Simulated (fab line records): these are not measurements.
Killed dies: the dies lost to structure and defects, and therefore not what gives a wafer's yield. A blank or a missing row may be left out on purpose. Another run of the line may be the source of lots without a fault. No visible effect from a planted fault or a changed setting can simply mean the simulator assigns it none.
Which tool was responsible? + flow ritCmos + at 1 step of a route of 202, 6 lots with 18 wafers sampled

WHAT THE GAUGES SHOWED, per wafer
RIT_FOX2_THK_MEAS_90.
| lot  | measured    | on           | FIELD_OXIDE_LEFT_1_THK (nm) |
|------|-------------|--------------|-----------------------------|
| L455 | day 2 13:23 | filmMetro-02 | 302 302 301                 |
| L459 | day 3 08:40 | filmMetro-04 | 315 313 318                 |
| L465 | day 4 14:44 | filmMetro-01 | 321 316 315                 |
| L469 | day 5 10:20 | filmMetro-04 | 301 296 298                 |
| L471 | day 5 21:08 | filmMetro-02 | 300 294 298                 |
| L474 | day 6 12:04 | filmMetro-04 | 315 309 315                 |

WHICH TOOL RAN EACH LOT (tool, then ch and the chambers of the sampled wafers, then the start)
The record shows no process step preceding these readings.

THE ANSWER, worked out from the rows above alone
Rule: the lots themselves supply what counts as usual. The widest of any qualifying gaps counts: lots, ordered by their means at a reading, are off when they make up no more than a third of the lots, leave a main group of 4 or more, and stand apart from it by 3 or more times the standard deviation of that group's means. Not used: any main group whose means are identical at the precision the tables above print for the reading. A lot without any number at a reading at which 4 lots or more have one is off too. Where the step has rows for the other lots, those lots are counted as sound.
No lot is off at any reading shown: from this, nothing can be told.

WHAT HAD BEEN PUT IN BY THE SIMULATOR
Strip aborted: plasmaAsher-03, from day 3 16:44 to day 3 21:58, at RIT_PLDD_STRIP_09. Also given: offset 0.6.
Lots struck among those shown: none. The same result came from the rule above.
